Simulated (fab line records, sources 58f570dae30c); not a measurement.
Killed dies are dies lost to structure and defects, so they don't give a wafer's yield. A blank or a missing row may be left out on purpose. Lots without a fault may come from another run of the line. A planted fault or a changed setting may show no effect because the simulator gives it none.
A struck lot beside a sound one | flow berkeley_cmos170 | 20 steps out of a route of 331
Sound: wafers L797.3, L797.5, L797.6. Struck: wafers L803.3, L803.4, L803.6. The cause comes at the end.
At each step with rows: each side's tool, then ch and its chambers, then its first start. Under that, the readings that differ: sound wafers | struck wafers | difference of the means | sigmas: that difference in standard deviations of wafers without a fault.
alike: readings whose means differ by less than 2 such deviations, and words and numbers that are the same on both sides. not compared: withheld readings, readings that some wafer has no value for, bounds like >300 that may hide the same value, and numbers for which the record gives no deviation and whose values overlap.
The two part at a step that has a row with sigmas, a row that says differs or no value, or rows on one side only. Numbers that don't overlap but have no deviation are shown without sigmas and don't part them. A reading that every wafer of one side lacks parts them only if that side has two wafers or more.

UCB170_M3_SPUTTER_01: material Al, target thk 900 nm, time 120 s.
  sound on pvd_sputter-02, day 8 13:51; struck on pvd_sputter-01, day 9 12:02
  alike: chamber_pressure_pa, throttle_valve_pct
UCB170_M3_RS_MEAS_02: measures by four-point-probe.
  sound on film_metro-03, day 8 13:58; struck on film_metro-01, day 9 12:10
  alike: M3_AL_RS
UCB170_M3_THK_MEAS_03: measures by xrf.
  sound on film_metro-03, day 8 14:04; struck on film_metro-01, day 9 12:16
  alike: M3_AL_THK
then, 3 steps without rows for these wafers: UCB170_M3_HMDS_04 (prime time 60 s); UCB170_M3_COAT_05 (resist thk 900 nm); UCB170_M3_SOFTBAKE_06 (time 60 s).
UCB170_M3_STRIP_07: strips in O2.
  sound on plasma_asher-01 ch 0,1, day 8 14:36; struck on plasma_asher-03 ch 0,1, day 9 12:55
  alike: drypump_motor_current_A, o2_flow_sccm, oes_product_au, strip_time_to_endpoint_s
  not compared: rf_hours_counter_h
then, 5 steps without rows for these wafers: UCB170_M3_STRIP_08 (strips KrF in DMSO, time 600 s); UCB170_M3_COAT_09; UCB170_M3_COAT_10 (resist thk 900 nm); UCB170_M3_SOFTBAKE_11 (time 60 s); UCB170_M3_EXPOSE_12 (exposes mask METAL3, target cd 700 nm).
UCB170_M3_PEB_13:
  sound on litho_track-02 ch 0, day 8 15:48; struck on litho_track-02 ch 0, day 9 14:05
  reading                  | sound                | struck               | difference | sigmas
  heater_power_total_W (W) | 56.83 56.74 56.74    | 56.28 56.39 56.40    | -0.41      | -9
  plate_temp_C (C)         | 129.90 129.93 129.97 | 129.60 129.45 129.50 | -0.42      | -3
UCB170_M3_DEVELOP_14: develop time 45 s.
  sound on litho_track-02 ch 0; struck on litho_track-02 ch 0
  reading             | sound             | struck          | difference | sigmas
  model.M3.cd_nm (nm) | 701.3 700.7 700.6 | 705 706.1 705.1 | +5         |
UCB170_M3_CD_MEAS_15: target cd 700 nm.
  sound on cd_sem-01, day 8 16:19; struck on cd_sem-02, day 9 14:20
  reading    | sound             | struck            | difference | sigmas
  cd_nm (nm) | 701.2 700.8 700.5 | 704.7 706.5 704.9 | +4.5       | +3
UCB170_M3_OVL_MEAS_16:
  sound on overlay-01, day 8 16:24; struck on overlay-02, day 9 14:26
  alike: M3_OVL
UCB170_M3_ETCH_17: etches BARC in N2/H2.
  sound on rie_diel-03 ch 0,2,3, day 8 16:26; struck on rie_diel-02 ch 1,2,3, day 9 14:28
  alike: drypump_motor_current_A, oes_product_au, throttle_valve_pct
UCB170_M3_METAL_ETCH_18: etches Al in Cl2/BCl3, stops on SiO2, target depth 1170 nm, time 195 s.
  sound on rie_metal-02 ch 1, day 8 16:35; struck on rie_metal-04 ch 0,1, day 9 14:34
  reading             | sound             | struck        | difference | sigmas
  model.M3.cd_nm (nm) | 698.7 699.6 701.6 | 708.9 703 707 | +6.3       |
  alike: drypump_motor_current_A, oes_product_au, throttle_valve_pct
  not compared: rf_hours_counter_h
UCB170_M3_STRIP_19: strips in O2.
  sound on plasma_asher-01 ch 0,1, day 8 16:53; struck on plasma_asher-03 ch 0,1, day 9 14:43
  alike: drypump_motor_current_A, o2_flow_sccm, oes_product_au
  not compared: rf_hours_counter_h
UCB170_M3_PROBE_99:
  the record has rows for the sound wafers here (prober-01, day 8 17:17) and none for the struck ones

WHERE THEY PART
First at UCB170_M3_PEB_13; last, within this record, at UCB170_M3_PROBE_99.

WHY: what the simulator had put in
Process parameter drift: litho_track-02, from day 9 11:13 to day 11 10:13, at UCB170_M3_PEB_13. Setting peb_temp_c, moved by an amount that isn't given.
